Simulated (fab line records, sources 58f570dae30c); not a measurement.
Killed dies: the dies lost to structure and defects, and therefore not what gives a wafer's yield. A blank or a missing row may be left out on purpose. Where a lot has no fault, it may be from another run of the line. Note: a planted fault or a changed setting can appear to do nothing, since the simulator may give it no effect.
Split-lot experiment / flow berkeley_cmos170 / 23 wafers read from 5 lots, route of 331 steps

## THE SPLIT ITSELF
At UCB170_M3_SPUTTER_01 (material Al, target thk 900 nm, time 120 s), the setting time_s was moved away from the recipe's 120 s on 4 of the 23 wafers read, by -9.2% to -9.1%. All remaining wafers had this setting at the recipe value.

## FROM THE SPLIT TO THE READING: what the file shows between them, 2 steps
- UCB170_M3_RS_MEAS_02: measures by four-point-probe
- UCB170_M3_THK_MEAS_03: measures by xrf

## THE READING
oes_product_au, in a.u., at UCB170_M3_METAL_ETCH_18 (etches Al in Cl2/BCl3, stops on SiO2, target depth 1170 nm, time 195 s). A value of 0.852 a.u. with a standard deviation of 0.012 a.u. is what fault-free wafers of this fab line usually give.

wafer=L078.1; tool, chamber at the split=pvd_sputter-01, -; time_s as run, s=120; against the recipe=recipe; oes_product_au, a.u.=0.857; against lot-mates on the recipe=-
wafer=L078.3; tool, chamber at the split=pvd_sputter-01, -; time_s as run, s=120; against the recipe=recipe; oes_product_au, a.u.=0.861; against lot-mates on the recipe=-
wafer=L078.4; tool, chamber at the split=pvd_sputter-01, -; time_s as run, s=120; against the recipe=recipe; oes_product_au, a.u.=0.844; against lot-mates on the recipe=-
wafer=L078.5; tool, chamber at the split=pvd_sputter-01, -; time_s as run, s=120; against the recipe=recipe; oes_product_au, a.u.=0.845; against lot-mates on the recipe=-
wafer=L078.6; tool, chamber at the split=pvd_sputter-01, -; time_s as run, s=120; against the recipe=recipe; oes_product_au, a.u.=0.855; against lot-mates on the recipe=-
wafer=L079.1; tool, chamber at the split=pvd_sputter-02, -; time_s as run, s=120; against the recipe=recipe; oes_product_au, a.u.=0.848; against lot-mates on the recipe=-
wafer=L079.2; tool, chamber at the split=pvd_sputter-02, -; time_s as run, s=120; against the recipe=recipe; oes_product_au, a.u.=0.828; against lot-mates on the recipe=-
wafer=L079.3; tool, chamber at the split=pvd_sputter-02, -; time_s as run, s=120; against the recipe=recipe; oes_product_au, a.u.=0.839; against lot-mates on the recipe=-
wafer=L079.4; tool, chamber at the split=pvd_sputter-02, -; time_s as run, s=120; against the recipe=recipe; oes_product_au, a.u.=0.832; against lot-mates on the recipe=-
wafer=L079.5; tool, chamber at the split=pvd_sputter-02, -; time_s as run, s=120; against the recipe=recipe; oes_product_au, a.u.=0.839; against lot-mates on the recipe=-
wafer=L080.1; tool, chamber at the split=pvd_sputter-01, -; time_s as run, s=120; against the recipe=recipe; oes_product_au, a.u.=0.854; against lot-mates on the recipe=-
wafer=L080.4; tool, chamber at the split=pvd_sputter-01, -; time_s as run, s=120; against the recipe=recipe; oes_product_au, a.u.=0.857; against lot-mates on the recipe=-
wafer=L080.6; tool, chamber at the split=pvd_sputter-01, -; time_s as run, s=120; against the recipe=recipe; oes_product_au, a.u.=0.867; against lot-mates on the recipe=-
wafer=L081.2; tool, chamber at the split=pvd_sputter-04, -; time_s as run, s=120; against the recipe=recipe; oes_product_au, a.u.=0.846; against lot-mates on the recipe=-
wafer=L081.3; tool, chamber at the split=pvd_sputter-04, -; time_s as run, s=109.1; against the recipe=-9.1%; oes_product_au, a.u.=0.806; against lot-mates on the recipe=-0.046
wafer=L081.4; tool, chamber at the split=pvd_sputter-04, -; time_s as run, s=120; against the recipe=recipe; oes_product_au, a.u.=0.852; against lot-mates on the recipe=-
wafer=L081.5; tool, chamber at the split=pvd_sputter-04, -; time_s as run, s=120; against the recipe=recipe; oes_product_au, a.u.=0.857; against lot-mates on the recipe=-
wafer=L081.6; tool, chamber at the split=pvd_sputter-04, -; time_s as run, s=109.1; against the recipe=-9.1%; oes_product_au, a.u.=0.814; against lot-mates on the recipe=-0.038
wafer=L083.1; tool, chamber at the split=pvd_sputter-01, -; time_s as run, s=109; against the recipe=-9.2%; oes_product_au, a.u.=0.786; against lot-mates on the recipe=-0.041
wafer=L083.3; tool, chamber at the split=pvd_sputter-01, -; time_s as run, s=109; against the recipe=-9.2%; oes_product_au, a.u.=0.780; against lot-mates on the recipe=-0.047
wafer=L083.4; tool, chamber at the split=pvd_sputter-01, -; time_s as run, s=120; against the recipe=recipe; oes_product_au, a.u.=0.833; against lot-mates on the recipe=-
wafer=L083.5; tool, chamber at the split=pvd_sputter-01, -; time_s as run, s=120; against the recipe=recipe; oes_product_au, a.u.=0.817; against lot-mates on the recipe=-
wafer=L083.6; tool, chamber at the split=pvd_sputter-01, -; time_s as run, s=120; against the recipe=recipe; oes_product_au, a.u.=0.830; against lot-mates on the recipe=-

THE FIT
A straight line over all 23 wafers: oes_product_au changes by +0.00536 a.u. for each +1% of time_s; r = +0.82; the points scatter about the line by 0.014 a.u.
The same after taking each lot's own level away (the mean of its wafers on the recipe; 23 wafers): +0.00468 a.u. for each +1%; r = +0.94; scatter 0.0062 a.u.
The reading moves by 0.043 a.u. for the largest change in time_s, on that fit.
From 0.8267 to 0.8593 a.u.: that is the span of the lots' own levels, equal to 2.7 times the standard deviation above.
Thus the slope moves with the lot-to-lot level: the two fits are different.
Check: with one of the wafers moved furthest among these (-9.2%) left out of the fit, the line predicts -0.0436 a.u. for it against its lot-mates. Against them it came out at -0.0407 a.u.

## OTHER SPLITS APPLIED TO THESE WAFERS
These wafers also went through other splits before the reading. Each is held against what the fit with the lots' levels taken away leaves over:
other split on the same wafers=UCB170_V2_COAT_07 resist_thk_nm; wafers away from the commonest value=7; r with oes_product_au (lot level and that fit taken away)=-0.38

## THE WHOLE CHAIN: every reading that the file lists as answering this split, in the file's order
step=UCB170_M3_SPUTTER_01; what it does=material Al, target thk 900 nm, time 120 s; reading=Al_of_M3_SPUTTER_01.thk_nm (the simulator's own value, which no gauge read); change (the file's fit)=+9.59 nm for each +1% of the setting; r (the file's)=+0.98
step=UCB170_M3_RS_MEAS_02; what it does=measures by four-point-probe; reading=M3_AL_RS; change (the file's fit)=-0.000393 for each +1% of the setting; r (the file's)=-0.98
step=UCB170_M3_THK_MEAS_03; what it does=measures by xrf; reading=M3_AL_THK; change (the file's fit)=+9.75 for each +1% of the setting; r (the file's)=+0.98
step=UCB170_M3_METAL_ETCH_18; what it does=etches Al in Cl2/BCl3, stops on SiO2, target depth 1170 nm, time 195 s; reading=oes_product_au; change (the file's fit)=+0.00467 a.u. for each +1% of the setting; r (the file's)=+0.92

## THE FILE'S OWN FIT
oes_product_au changes by +0.00467 a.u. for each +1% of time_s, r = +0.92.
